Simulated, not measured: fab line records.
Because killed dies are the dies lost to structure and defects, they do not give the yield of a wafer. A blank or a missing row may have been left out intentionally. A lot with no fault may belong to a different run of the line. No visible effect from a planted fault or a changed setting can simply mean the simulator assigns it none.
Comparing a struck lot with a sound one ; flow rit-cmos ; 35 out of 202 route steps
Sound: the wafers L248.2, L248.3, L248.6. Wafers L258.1, L258.2, L258.5 were the ones struck. At the end, the cause is stated.
Order at every step that has rows: each side's tool, ch and its chambers, its first start. Under that, the readings that differ: sound wafers ; struck wafers ; difference of the means ; sigmas: that difference in standard deviations of wafers without a fault.
alike: readings whose means differ by less than 2 such deviations, and words and numbers that are the same on both sides. not compared: withheld readings, readings that some wafer has no value for, bounds like >300 that may hide the same value, and numbers for which the record gives no deviation and whose values overlap.
Wherever a step has rows on one side only, a row that says differs or no value, or a row with sigmas, the two part there. Numbers that don't overlap but have no deviation are shown without sigmas and don't part them. A reading that every wafer of one side lacks parts them only if that side has two wafers or more.

first, 4 steps without rows for these wafers: RIT_ACTIVE_CLEAN_15 (cleans in SC1, time 600 s); RIT_ACTIVE_CLEAN_16 (cleans in dHF, time 30 s); RIT_ACTIVE_CLEAN_17 (cleans in SC2, time 600 s); RIT_FOX1_OXIDATION_00 (target thk 350.7 nm, ox time 1130 s).
RIT_FOX1_THK_MEAS_01:
  sound on film-metro-04, day 2 18:40; struck on film-metro-03, day 4 22:13
  alike: FOX1_OXIDE_THK
then, 2 steps without rows for these wafers: RIT_FOX1_WET_ETCH_02 (etches SiO2 in BOE, target depth 350 nm, time 390 s); RIT_FOX2_OXIDATION_00 (target thk 350.7 nm, ox time 1130 s).
RIT_FOX2_THK_MEAS_01:
  sound on film-metro-03, day 2 20:14; struck on film-metro-03, day 4 23:43
  alike: FOX2_OXIDE_THK
then, 2 steps without rows for these wafers: RIT_FOX2_CLEAN_02 (cleans in dHF, time 180 s); RIT_FOX2_WET_ETCH_03 (etches Si3N4 in H3PO4, target depth 195 nm, time 2700 s).
RIT_FOX2_THK_MEAS_90:
  sound on film-metro-04, day 2 21:07; struck on film-metro-04, day 5 00:36
  alike: FIELD_OXIDE_LEFT_1_THK
then, 1 step without rows for these wafers: RIT_NWELL_HMDS_00 (prime time 60 s).
RIT_NWELL_COAT_01: resist thk 1300 nm.
  sound on litho-track-02 ch 0, day 2 21:20; struck on litho-track-03, day 5 00:49
  no value came back on the struck wafers for chill-plate-temp-C (C), dispense-pressure-kPa (kPa); on the sound wafers chill-plate-temp-C (C) reads 22.96 23.12 23.10
then, 4 steps without rows for these wafers: RIT_NWELL_SOFTBAKE_02 (time 60 s); RIT_NWELL_EXPOSE_03 (exposes mask M2, target cd 43900 nm); RIT_NWELL_PEB_04; RIT_NWELL_DEVELOP_05 (develop time 68 s).
RIT_NWELL_OVL_MEAS_06:
  sound on overlay-02, day 2 22:10; struck on overlay-02, day 5 01:47
reading;sound;struck;difference;sigmas
NWELL_OVL (nm);1.4 1.5 1.6;- - -;no value on the struck wafers;
then, 2 steps without rows for these wafers: RIT_NWELL_HARDBAKE_07 (time 120 s); RIT_NWELL_IMPLANT_08.
RIT_NWELL_STRIP_09: strips in O2, time 180 s.
  sound on plasma-asher-01 ch 0,1, day 2 22:36; struck on plasma-asher-01 ch 0,1, day 5 02:14
  alike: drypump-motor-current-A
  not compared: rf-hours-counter-h
RIT_NWELL_TW_MEAS_10:
  sound on film-metro-02, day 2 22:47; struck on film-metro-03, day 5 02:24
  alike: NWELL_TW
then, 6 steps without rows for these wafers: RIT_PWELL_HMDS_00 (prime time 60 s); RIT_PWELL_COAT_01 (resist thk 1300 nm); RIT_PWELL_SOFTBAKE_02 (time 60 s); RIT_PWELL_EXPOSE_03 (exposes mask M3, target cd 43700 nm); RIT_PWELL_PEB_04; RIT_PWELL_DEVELOP_05 (develop time 68 s).
RIT_PWELL_OVL_MEAS_06:
  sound on overlay-01, day 3 05:15; struck on overlay-01, day 5 03:23
reading;sound;struck;difference;sigmas
PWELL_OVL (nm);0.4 3.0 0.8;-2.0 -1.6 -3.2;-3.7;-3
then, 2 steps without rows for these wafers: RIT_PWELL_HARDBAKE_07 (time 120 s); RIT_PWELL_IMPLANT_08.
RIT_PWELL_STRIP_09: strips in O2, time 180 s.
  sound on plasma-asher-04 ch 0,1, day 3 05:41; struck on plasma-asher-03 ch 0,1, day 5 03:49
  alike: drypump-motor-current-A
  not compared: rf-hours-counter-h
RIT_PWELL_TW_MEAS_10:
  sound on film-metro-01, day 3 05:52; struck on film-metro-02, day 5 03:59
reading;sound;struck;difference;sigmas
PWELL_TW;934 935 931;2159 2151 2155;+1222;+99 or more
then, 1 step without rows for these wafers: RIT_WELLDRIVE_ANNEAL_00 (time 14700 s).
RIT_M1_PROBE_99:
  sound on prober-02, day 4 18:07; struck on prober-02, day 6 18:32
reading;sound;struck;difference;sigmas
killed-at-front-end;7 9 7;264 264 264;+256;+85
killed-dies;7 9 7;264 264 264;+256;+83
killed-on-rim;0 1 2;70 70 70;+69;+49
  alike: killed-open, killed-short

## WHERE THEY PART
First at RIT_NWELL_COAT_01; last, within this record, at RIT_M1_PROBE_99.

WHY: whatever the simulator had introduced
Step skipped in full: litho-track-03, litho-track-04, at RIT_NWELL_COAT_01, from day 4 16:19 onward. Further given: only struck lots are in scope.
